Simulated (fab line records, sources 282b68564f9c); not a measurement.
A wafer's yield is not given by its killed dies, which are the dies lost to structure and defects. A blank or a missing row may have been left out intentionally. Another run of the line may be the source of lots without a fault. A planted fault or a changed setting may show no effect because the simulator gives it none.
Check of tool commonality :: flow rit-cmos :: Sampled: 14 lots, 42 wafers

## REASON FOR OPENING
Flagged at RIT_ACTIVE_CD_MEAS_11: reading cd-nm, on 2 of 14 lots. No-fault wafers: 1399.0 nm, standard deviation 2.5.
Rule: a lot is flagged in two cases, either no wafer of it has a number, or all its wafers with numbers fall more than 4 standard deviations from that mean. The rest of the lots are taken to be sound.

lot: L464
measured: day 1 14:29
on: cd-sem-02
cd-nm (nm), wafer by wafer: 1397.7 1401.2 1399.8
flag: 

lot: L465
measured: day 1 19:30
on: cd-sem-02
cd-nm (nm), wafer by wafer: 1399.0 1397.5 1399.9
flag: 

lot: L466
measured: day 2 00:55
on: cd-sem-02
cd-nm (nm), wafer by wafer: 1400.0 1401.0 1401.0
flag: 

lot: L470
measured: day 2 20:34
on: cd-sem-01
cd-nm (nm), wafer by wafer: 1399.5 1399.8 1396.9
flag: 

lot: L471
measured: day 3 01:35
on: cd-sem-01
cd-nm (nm), wafer by wafer: 1397.4 1395.0 1394.8
flag: 

lot: L472
measured: day 3 06:29
on: cd-sem-02
cd-nm (nm), wafer by wafer: 1403.1 1403.7 1403.2
flag: 

lot: L473
measured: day 3 11:34
on: cd-sem-01
cd-nm (nm), wafer by wafer: 1404.4 1401.0 1404.6
flag: 

lot: L474
measured: day 3 16:28
on: cd-sem-01
cd-nm (nm), wafer by wafer: 1399.0 1400.7 1401.2
flag: 

lot: L476
measured: day 4 03:10
on: cd-sem-02
cd-nm (nm), wafer by wafer: 1395.6 1397.9 1398.3
flag: 

lot: L477
measured: day 4 07:35
on: cd-sem-01
cd-nm (nm), wafer by wafer: 1397.8 1399.9 1397.7
flag: 

lot: L478
measured: day 4 13:27
on: cd-sem-01
cd-nm (nm), wafer by wafer: 1375.7 1376.0 1376.2
flag: FLAGGED

lot: L483
measured: day 5 13:26
on: cd-sem-02
cd-nm (nm), wafer by wafer: 1377.5 1378.7 1377.2
flag: FLAGGED

lot: L484
measured: day 5 18:32
on: cd-sem-01
cd-nm (nm), wafer by wafer: 1399.4 1400.0 1399.1
flag: 

lot: L486
measured: day 6 05:16
on: cd-sem-01
cd-nm (nm), wafer by wafer: 1397.5 1398.7 1397.4
flag: 
The mean of the flagged lots' numbers is 1376.9 nm, -22.1 nm from the usual (-9 standard deviations).

## LOT BY LOT: THE TOOL USED
The record keeps 1 process step preceding the reading, out of 202 steps on the route. Each cell gives the tool, then ch followed by the chambers the sampled wafers passed through, then the start.
lot: L464
flag: 
RIT_ACTIVE_DEVELOP_10: litho-track-02 ch 0, day 1 14:00

lot: L465
flag: 
RIT_ACTIVE_DEVELOP_10: litho-track-01 ch 0, day 1 19:00

lot: L466
flag: 
RIT_ACTIVE_DEVELOP_10: litho-track-01 ch 0, day 2 00:00

lot: L470
flag: 
RIT_ACTIVE_DEVELOP_10: litho-track-02 ch 0, day 2 20:00

lot: L471
flag: 
RIT_ACTIVE_DEVELOP_10: litho-track-02 ch 0, day 3 01:00

lot: L472
flag: 
RIT_ACTIVE_DEVELOP_10: litho-track-02 ch 0, day 3 06:00

lot: L473
flag: 
RIT_ACTIVE_DEVELOP_10: litho-track-01 ch 0, day 3 11:00

lot: L474
flag: 
RIT_ACTIVE_DEVELOP_10: litho-track-01 ch 0, day 3 16:00

lot: L476
flag: 
RIT_ACTIVE_DEVELOP_10: litho-track-02 ch 0, day 4 03:00

lot: L477
flag: 
RIT_ACTIVE_DEVELOP_10: litho-track-04 ch 0, day 4 07:00

lot: L478
flag: FLAGGED
RIT_ACTIVE_DEVELOP_10: litho-track-02 ch 0, day 4 13:00

lot: L483
flag: FLAGGED
RIT_ACTIVE_DEVELOP_10: litho-track-02 ch 0, day 5 13:00

lot: L484
flag: 
RIT_ACTIVE_DEVELOP_10: litho-track-01 ch 0, day 5 18:00

lot: L486
flag: 
RIT_ACTIVE_DEVELOP_10: litho-track-04 ch 0, day 6 05:00
These steps, and what they do:
- RIT_ACTIVE_DEVELOP_10: develop time 50 s.
- RIT_ACTIVE_CD_MEAS_11: target cd 1400 nm.

## FLAGGED AGAINST TOTAL, ONE TOOL AT A TIME (gauges that did the reading follow at the end)
step: RIT_ACTIVE_DEVELOP_10
tool: litho-track-01
lots run: 5
flagged: 0
share of the flagged lots: none
sound lots run after its first flagged lot: -

step: RIT_ACTIVE_DEVELOP_10
tool: litho-track-02
lots run: 7
flagged: 2
share of the flagged lots: all
sound lots run after its first flagged lot: 0

step: RIT_ACTIVE_DEVELOP_10
tool: litho-track-04
lots run: 2
flagged: 0
share of the flagged lots: none
sound lots run after its first flagged lot: -

step: RIT_ACTIVE_CD_MEAS_11
tool: cd-sem-01
lots run: 8
flagged: 1
share of the flagged lots: some
sound lots run after its first flagged lot: 2 (L484,L486)

step: RIT_ACTIVE_CD_MEAS_11
tool: cd-sem-02
lots run: 6
flagged: 1
share of the flagged lots: some
sound lots run after its first flagged lot: 0

## THE TABLE: WHAT IT ALLOWS
Rows of the table that ran each flagged lot: 1, that is litho-track-02 at RIT_ACTIVE_DEVELOP_10.
- litho-track-02 at RIT_ACTIVE_DEVELOP_10 ran 7 lots, 2 of them flagged. It ran its last sound lot, L476, at day 4 03:00 and its first flagged lot, L478, at day 4 13:00: a fault with its onset between the two fits.
One tool is left: litho-track-02 at RIT_ACTIVE_DEVELOP_10.

## WHAT THE SIMULATOR PUT IN
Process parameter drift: litho-track-02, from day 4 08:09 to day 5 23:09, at RIT_ACTIVE_DEVELOP_10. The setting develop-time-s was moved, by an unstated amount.
Lots struck among those shown: L478, L483. The rule given above showed the same thing.
